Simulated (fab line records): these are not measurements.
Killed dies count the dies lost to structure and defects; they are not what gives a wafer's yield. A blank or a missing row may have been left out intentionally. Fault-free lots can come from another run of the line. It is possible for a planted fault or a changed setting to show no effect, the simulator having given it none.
fab line records -- flow ritCmos
record lots=6, wafers=18, lastDay=7
route steps=202 shown NWELL@38 PWELL@39 WELLDRIVE@50 NRETRO@53 M1@202
lots with no fault: from the same line, run without faults
startH: the number of hours between the record's first day and the start of the first shown wafer of the lot -- waitH: hours since the lot's step before -- " identical to the entry in the row above -- L1.1+2: a row that stands for several wafers -- - no value, or no start was given -- * or withheld: withheld -- < > ~ a bound
route shown NAME@n: NAME is a module with steps in the file, n the number in the route of the first one -- usual: mean/standard deviation of fault-free wafers -- same: alike in all rows -- chamber/n: place in a boat -- sites: readings site by site -- _std_site: their standard deviation -- _edge_site: mean of outer sites minus mean of inner sites -- radiusMm: for every site, how far away it sits from the centre of the wafer -- mask NAME#n: copy n -- behind: the tool/chamber that last shaped the wafer -- hold: the reason the lot was held/the length of the hold in hours/how it ended -- device: names the non-switching transistor (n, p or np) -- end of line: the route-end tests of the same wafers -- where a step has no rows: the recipe by itself -- killed: dies that structure and defects cost at the first sort, which is not the same as the wafer's yield -- map: a wafer's dies, marking killed ones x, the rest . and places with no die _
set.NAME: the run value of the setting; set.NAME@STEP: its run value at that earlier step -- model.NAME: the simulator's own value behind a step, which no gauge read
lots at some steps of the route; a table a step, a row a wafer
services: from which hour (startH, from the record's first day; less than 0 if before it) a tool's chamber was out of use, for how many hours, and why
## steps
# step RIT_NWELL_TW_MEAS_10
# usual NWELL_TW=2135/10
lot.wafer,tool,chamber,startH,waitH,NWELL_TW
L290.3,filmMetro-04,-,25.96,0.1,2133
L290.4,filmMetro-04,-,25.96,0.1,2141
L290.6,filmMetro-04,-,25.96,0.1,2136
L295.1,filmMetro-03,-,52.33,0.1,2128
L295.4,filmMetro-03,-,52.33,0.1,2127
L295.5,filmMetro-03,-,52.33,0.1,2132
L305.1,filmMetro-04,-,101.31,0.1,2149
L305.2,filmMetro-04,-,101.31,0.1,2149
L305.5,filmMetro-04,-,101.31,0.1,2134
L306.2,filmMetro-01,-,108.82,0.1,2154
L306.4,filmMetro-01,-,108.82,0.1,2149
L306.6,filmMetro-01,-,108.82,0.1,2146
L310.1,filmMetro-04,-,126.48,0.1,2142
L310.2,filmMetro-04,-,126.48,0.1,2138
L310.4,filmMetro-04,-,126.48,0.1,2123
L312.2,filmMetro-03,-,138.88,0.1,2126
L312.5,filmMetro-03,-,138.88,0.1,2128
L312.6,filmMetro-03,-,138.88,0.1,2139
# step RIT_PWELL_HMDS_00
# recipe primeTimeS=60, primeTempC=140
# step RIT_PWELL_COAT_01
# recipe resist=NOVOLAK, spinRpm=2000, resistThkNm=1300
# step RIT_PWELL_SOFTBAKE_02
# recipe resist=NOVOLAK, tempC=90, timeS=60
# step RIT_PWELL_EXPOSE_03
# recipe maskId=M3, na=0.57, targetCdNm=43700, doseMj=250
# step RIT_PWELL_PEB_04
# recipe resist=NOVOLAK, tempC=withheld, timeS=withheld
# step RIT_PWELL_DEVELOP_05
# recipe resist=NOVOLAK, developTimeS=68, devTempC=23
# step RIT_PWELL_OVL_MEAS_06
# usual PWELL_OVL=0.1/1.7
lot.wafer,tool,chamber,startH,waitH,PWELL_OVL[nm]
L290.3,overlay-01,-,26.89,-,2.8
L290.4,overlay-01,-,26.89,-,1.5
L290.6,overlay-01,-,26.89,-,2.0
L295.1,overlay-01,-,53.27,-,0.1
L295.4,overlay-01,-,53.27,-,-1.6
L295.5,overlay-01,-,53.27,-,0.0
L305.1,overlay-02,-,102.37,-,0.6
L305.2,overlay-02,-,102.37,-,0.5
L305.5,overlay-02,-,102.37,-,-2.4
L306.2,overlay-02,-,109.88,-,-1.8
L306.4,overlay-02,-,109.88,-,0.6
L306.6,overlay-02,-,109.88,-,-3.6
L310.1,overlay-02,-,127.42,-,-1.2
L310.2,overlay-02,-,127.42,-,0.9
L310.4,overlay-02,-,127.42,-,-1.9
L312.2,overlay-01,-,139.81,-,-2.8
L312.5,overlay-01,-,139.81,-,-1.0
L312.6,overlay-01,-,139.81,-,-0.2
# step RIT_PWELL_HARDBAKE_07
# recipe resist=NOVOLAK, tempC=140, timeS=120
# step RIT_PWELL_IMPLANT_08
# recipe species=B, energyKev=170, doseCm2=7e+13, tiltDeg=7
# step RIT_PWELL_STRIP_09
# recipe chemistry=O2, timeS=180, resist=NOVOLAK, platenTempC=withheld, powerW=500, pressureMtorr=4000, o2FlowSccm=4000
# usual drypumpMotorCurrentA=6.00/0.29
lot.wafer,tool,chamber,startH,waitH,drypumpMotorCurrentA,rfHoursCounterH
L290.3,plasmaAsher-03,0,27.37,0.1,5.60,-
L290.4,plasmaAsher-03,1,27.37,0.1,6.08,-
L290.6,plasmaAsher-03,0,27.37,0.1,5.58,-
L295.1,plasmaAsher-04,1,53.71,0.1,5.87,28
L295.4,plasmaAsher-04,0,53.71,0.1,6.36,-
L295.5,plasmaAsher-04,0,53.71,0.1,6.36,-
L305.1,plasmaAsher-01,1,102.81,0.1,5.73,47
L305.2,plasmaAsher-01,0,102.81,0.1,6.31,47
L305.5,plasmaAsher-01,1,102.81,0.1,5.69,-
L306.2,plasmaAsher-04,0,110.31,0.1,6.38,34
L306.4,plasmaAsher-04,1,110.31,0.1,5.83,-
L306.6,plasmaAsher-04,1,110.31,0.1,5.87,-
L310.1,plasmaAsher-04,0,127.86,0.1,6.38,36
L310.2,plasmaAsher-04,1,127.86,0.1,5.86,36
L310.4,plasmaAsher-04,0,127.86,0.1,6.38,-
L312.2,plasmaAsher-04,1,140.24,0.1,5.86,37
L312.5,plasmaAsher-04,0,140.24,0.1,6.33,-
L312.6,plasmaAsher-04,1,140.24,0.1,5.87,-
# step RIT_PWELL_TW_MEAS_10
# usual PWELL_TW=947/5.5
lot.wafer,tool,chamber,startH,waitH,PWELL_TW
L290.3,filmMetro-04,-,27.51,0.1,941
L290.4,filmMetro-04,-,27.51,0.1,943
L290.6,filmMetro-04,-,27.51,0.1,942
L295.1,filmMetro-03,-,53.88,0.1,942
L295.4,filmMetro-03,-,53.88,0.1,940
L295.5,filmMetro-03,-,53.88,0.1,941
L305.1,filmMetro-01,-,102.99,0.1,951
L305.2,filmMetro-01,-,102.99,0.1,956
L305.5,filmMetro-01,-,102.99,0.1,957
L306.2,filmMetro-04,-,110.49,0.1,950
L306.4,filmMetro-04,-,110.49,0.1,953
L306.6,filmMetro-04,-,110.49,0.1,950
L310.1,filmMetro-03,-,128.03,0.1,939
L310.2,filmMetro-03,-,128.03,0.1,941
L310.4,filmMetro-03,-,128.03,0.1,942
L312.2,filmMetro-04,-,140.43,0.1,949
L312.5,filmMetro-04,-,140.43,0.1,948
L312.6,filmMetro-04,-,140.43,0.1,950
# step RIT_WELLDRIVE_ANNEAL_00
# recipe tempC=1100, timeS=14700, ambient=N2
# usual spikeTcCentreC=1103.0/1.1, tubeCenterTempC=1100/0.097, tube_center_temp_C_max=1102.8/0.42, zonePowerCentrePct=53/4.9
lot.wafer,tool,chamber,startH,waitH,spikeTcCentreC,tubeCenterTempC,tube_center_temp_C_max,zonePowerCentrePct
L290.3,furnace-01,0,27.84,0.3,1103.3,1100,1102.8,49
L290.4,furnace-01,0,27.84,0.3,1102.7,1100.1,1103.1,48
L290.6,furnace-01,0,27.84,0.3,1102.6,1100.1,1102.4,49
L295.1,furnace-01,0,53.94,0.1,1104.3,1099.9,1102.2,48
L295.4,furnace-01,0,53.94,0.1,1102.3,1100.1,1102.9,49
L295.5,furnace-01,0,53.94,0.1,1104.2,1099.9,1102.2,48
L305.1,furnace-01,0,103.56,0.6,1094.3,1092.2,1094.7,48
L305.2,furnace-01,0,103.56,0.6,1096.8,1092,1095.1,48
L305.5,furnace-01,0,103.56,0.6,1094.9,1092.2,1094.9,48
L306.2,furnace-01,0,110.60,0.1,1096.1,1092,1094.7,48
L306.4,furnace-01,0,110.60,0.1,1095.6,1092,1095.1,47
L306.6,furnace-01,0,110.60,0.1,1093.1,1092.1,1094.5,49
L310.1,furnace-04,0,128.86,0.8,1102.3,1099.8,1102.7,59
L310.2,furnace-04,0,128.86,0.8,1102.9,1099.9,1103.1,59
L310.4,furnace-04,0,128.86,0.8,1102.9,1100,1102.6,58
L312.2,furnace-03,0,140.48,0.0,1103.6,1099.9,1102.1,49
L312.5,furnace-03,0,140.48,0.0,1105.4,1100,1102.4,49
L312.6,furnace-03,0,140.48,0.0,1105.1,1099.9,1102.4,50
# step RIT_WELLDRIVE_RS_MEAS_01
# recipe thkMeasGauge=four-point-probe
# usual NWELL_RS=275.3/0.81
lot.wafer,tool,chamber,startH,waitH,NWELL_RS[ohm/sq]
L290.3,filmMetro-04,-,32.97,0.0,274.5
L290.4,filmMetro-04,-,32.97,0.0,274.6
L290.6,filmMetro-04,-,32.97,0.0,275.0
L295.1,filmMetro-04,-,59.03,0.0,274.2
L295.4,filmMetro-04,-,59.03,0.0,273.7
L295.5,filmMetro-04,-,59.03,0.0,273.3
L305.1,filmMetro-03,-,108.64,0.0,285.0
L305.2,filmMetro-03,-,108.64,0.0,284.6
L305.5,filmMetro-03,-,108.64,0.0,285.7
L306.2,filmMetro-03,-,115.71,0.0,283.9
L306.4,filmMetro-03,-,115.71,0.0,284.8
L306.6,filmMetro-03,-,115.71,0.0,284.5
L310.1,filmMetro-04,-,133.94,0.0,276.0
L310.2,filmMetro-04,-,133.94,0.0,275.6
L310.4,filmMetro-04,-,133.94,0.0,276.9
L312.2,filmMetro-01,-,145.58,0.0,275.9
L312.5,filmMetro-01,-,145.58,0.0,276.0
L312.6,filmMetro-01,-,145.58,0.0,275.5
# step RIT_WELLDRIVE_RS_MEAS_02
# recipe thkMeasGauge=four-point-probe
# usual PWELL_RS=429.5/1.2
lot.wafer,tool,chamber,startH,waitH,PWELL_RS[ohm/sq]
L290.3,filmMetro-04,-,33.09,0.1,432.4
L290.4,filmMetro-04,-,33.09,0.1,431.6
L290.6,filmMetro-04,-,33.09,0.1,430.7
L295.1,filmMetro-04,-,59.15,0.1,431.4
L295.4,filmMetro-04,-,59.15,0.1,430.6
L295.5,filmMetro-04,-,59.15,0.1,431.1
L305.1,filmMetro-03,-,108.76,0.1,438.5
L305.2,filmMetro-03,-,108.76,0.1,439.0
L305.5,filmMetro-03,-,108.76,0.1,439.2
L306.2,filmMetro-03,-,115.83,0.1,437.8
L306.4,filmMetro-03,-,115.83,0.1,437.9
L306.6,filmMetro-03,-,115.83,0.1,438.9
L310.1,filmMetro-04,-,134.06,0.1,430.3
L310.2,filmMetro-04,-,134.06,0.1,430.7
L310.4,filmMetro-04,-,134.06,0.1,431.2
L312.2,filmMetro-01,-,145.70,0.1,428.3
L312.5,filmMetro-01,-,145.70,0.1,428.5
L312.6,filmMetro-01,-,145.70,0.1,427.9
# step RIT_NRETRO_HMDS_00
# recipe primeTimeS=60, primeTempC=140
# step RIT_M1_PROBE_99
# usual killedAtContacts=0.1/0.31, killedAtFrontEnd=7/3.3, killedDies=7/3.3, killedOpen=3.4/2.2, killedShort=3.5/2
# same grossDies=264, killed_at_M0_to_M3=0, killed_at_M4_up=0, killedAtBackSide=0, killedAtOther=0
lot.wafer,tool,chamber,startH,waitH,killedAtContacts,killedAtFrontEnd,killedDies,killedOpen,killedShort,model.etest.nwellPinched.rsOhmSq,model.etest.pwell.rsOhmSq,model.etest.fieldN.vtV,model.etest.fieldPMetal.vtV,model.etest.fieldP.vtV,model.etest.capPGate.cMinFfUm2
L290.3,prober-01,-,62.74,0.2,0,6,6,3,3,333.8,415.7,34.4,-28.79,-12.59,2.342
L290.4,prober-01,-,62.79,0.2,0,6,6,3,3,333.1,419.1,34.12,-29.9,-12.64,2.336
L290.6,prober-01,-,62.89,0.2,0,14,14,11,3,333.1,409.9,34.44,-29.53,-12.58,2.336
L295.1,prober-01,-,88.25,0.1,0,9,9,7,2,335.5,420.2,35.72,-28.26,-12.55,2.324
L295.4,prober-01,-,88.40,0.2,0,4,4,3,1,332.9,423.1,35.37,-28.8,-12.55,2.326
L295.5,prober-01,-,88.45,0.2,0,8,8,2,6,337.4,418.1,35.12,-28.56,-12.54,2.318
L305.1,prober-01,-,140.10,0.1,0,9,9,4,5,353.4,422.4,36.1,-28.19,-12.24,2.324
L305.2,prober-01,-,140.15,0.1,0,5,5,3,2,351.5,420.6,35.42,-28.26,-12.32,2.333
L305.5,prober-01,-,140.30,0.2,0,2,2,0,2,353.3,426.4,36.49,-28.16,-12.11,2.328
L306.2,prober-02,-,148.39,0.1,0,6,6,3,3,355,417.5,35.72,-28.38,-12.37,2.351
L306.4,prober-02,-,148.49,0.2,0,5,5,0,5,354.6,410.5,34.31,-29.53,-12.55,2.35
L306.6,prober-02,-,148.59,0.2,0,8,8,4,4,355.9,419.2,35.55,-28.78,-12.35,2.36
L310.1,prober-02,-,164.23,0.1,0,6,6,1,5,338.4,412.5,33.89,-30.55,-12.94,2.324
L310.2,prober-02,-,164.28,0.1,0,4,4,2,2,339.1,419.1,34.61,-29.47,-12.96,2.331
L310.4,prober-02,-,164.38,0.2,0,5,5,3,2,341.2,416,34.57,-29.83,-12.9,2.322
L312.2,prober-02,-,175.68,0.1,1,6,7,4,3,335.8,411.1,33.96,-29.49,-12.74,2.317
L312.5,prober-02,-,175.83,0.2,0,7,7,4,3,343.1,417.6,34.88,-28.44,-12.7,2.32
L312.6,prober-02,-,175.88,0.2,0,10,10,6,4,341.1,408.4,34.37,-29.23,-12.68,2.325
# killed by level:class
L290.3 SILICIDE:geometricParticle:open=2 REOX:geometricParticle:short=1 SPACER:geometricParticle:open=1 SPACER:geometricParticle:short=1 SILICIDE:geometricParticle:short=1
L290.4 FOX1:geometricParticle:open=1 FOX1:geometricParticle:short=1 FOX2:geometricParticle:short=1 FOX2:geometricParticle:open=1 GATE:geometricParticle:open=1 SPACER:geometricParticle:short=1
L290.6 GATE:geometricParticle:open=6 FOX1:geometricParticle:open=3 FOX2:geometricParticle:short=1 GATE:geometricParticle:short=1 REOX:geometricParticle:open=1 SILICIDE:geometricParticle:short=1 SILICIDE:geometricParticle:open=1
L295.1 FOX2:geometricParticle:open=4 GATE:geometricParticle:open=2 FOX1:geometricParticle:short=1 GATE:geometricParticle:short=1 SPACER:geometricParticle:open=1
L295.4 GATE:geometricParticle:open=2 FOX1:geometricParticle:short=1 FOX1:geometricParticle:open=1
L295.5 FOX1:geometricParticle:short=2 REOX:geometricParticle:short=2 SILICIDE:geometricParticle:short=2 FOX1:geometricParticle:open=1 SILICIDE:geometricParticle:open=1
L305.1 GATE:geometricParticle:short=4 FOX2:geometricParticle:open=1 GATE:geometricParticle:open=1 REOX:geometricParticle:short=1 SPACER:geometricParticle:open=1 SILICIDE:geometricParticle:open=1
L305.2 FOX2:geometricParticle:open=2 FOX2:geometricParticle:short=1 GATE:geometricParticle:short=1 REOX:geometricParticle:open=1
L305.5 GATE:geometricParticle:short=2
L306.2 GATE:geometricParticle:short=2 FOX1:geometricParticle:open=1 GATE:geometricParticle:open=1 REOX:geometricParticle:short=1 SILICIDE:geometricParticle:open=1
L306.4 FOX1:geometricParticle:short=2 GATE:geometricParticle:short=2 REOX:geometricParticle:short=1
L306.6 REOX:geometricParticle:short=3 GATE:geometricParticle:open=2 GATE:geometricParticle:short=1 REOX:geometricParticle:open=1 SILICIDE:geometricParticle:open=1
L310.1 GATE:geometricParticle:short=3 FOX1:geometricParticle:short=1 REOX:geometricParticle:short=1 SILICIDE:geometricParticle:open=1
L310.2 FOX1:geometricParticle:open=1 GATE:geometricParticle:short=1 REOX:geometricParticle:open=1 SILICIDE:geometricParticle:short=1
L310.4 GATE:geometricParticle:open=2 FOX1:geometricParticle:short=1 FOX2:geometricParticle:open=1 SPACER:geometricParticle:short=1
L312.2 REOX:geometricParticle:open=1 GATE:geometricParticle:short=1 REOX:geometricParticle:short=1 SPACER:geometricParticle:open=1 SILICIDE:geometricParticle:open=1 SILICIDE:geometricParticle:short=1 CONTACT:geometricParticle:open=1
L312.5 GATE:geometricParticle:short=2 REOX:geometricParticle:open=2 FOX1:geometricParticle:open=1 GATE:geometricParticle:open=1 SILICIDE:geometricParticle:short=1
L312.6 GATE:geometricParticle:open=2 SILICIDE:geometricParticle:short=2 SILICIDE:geometricParticle:open=2 FOX1:geometricParticle:open=1 FOX1:geometricParticle:short=1 GATE:geometricParticle:short=1 REOX:geometricParticle:open=1
## services
tool,chamber,startH,hours,kind
plasmaAsher-03,-,37.01,14.6,pm
furnace-04,-,38.93,4.4,pm
plasmaAsher-01,-,46.03,5.1,repair
plasmaAsher-01,-,105.73,12.0,repair
plasmaAsher-01,-,117.71,9.0,pm
plasmaAsher-01,0,117.71,9.0,ventCycle
plasmaAsher-01,1,117.71,9.0,ventCycle
plasmaAsher-01,0,126.71,-,clean
plasmaAsher-01,1,126.71,-,clean
furnace-03,-,132.29,3.3,pm
## key
firstSign step=RIT_WELLDRIVE_ANNEAL_00, reading=tubeCenterTempC, direction=down, sigmas=72, usual=*, struck=*
effect step=RIT_WELLDRIVE_ANNEAL_00, reading=tube_center_temp_C_max, direction=down, sigmas=19, usual=*, struck=*
effect step=RIT_WELLDRIVE_RS_MEAS_01, reading=NWELL_RS, direction=up, sigmas=12, usual=275.3, struck=284.7
effect step=RIT_WELLDRIVE_RS_MEAS_02, reading=PWELL_RS, direction=up, sigmas=7.7, usual=429.5, struck=438.5
modelEffect step=RIT_M1_PROBE_99, value=etest.nwellPinched.rsOhmSq, without=337.1, struck=354
metAt RIT_WELLDRIVE_ANNEAL_00
struckWafers L305.1,L305.2,L305.5,L306.2,L306.4,L306.6
testerLeftOut L305,L306
onsetBetween 53.94 103.56
fault kind=processParameterDrift, tool=furnace-01, chamber=-, onsetH=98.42, steps=RIT_WELLDRIVE_ANNEAL_00, channel=tempC, offset=*, shape=step, endH=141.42, actsIn=*, stated=*
# testerLeftOut: of these lots the tester's yield and bins aren't shown, on N5 and GAA mostly nor the transistor test; their killed dies are dies lost to structure and defects alone, not to doping, threshold or leakage, so they don't give the yield
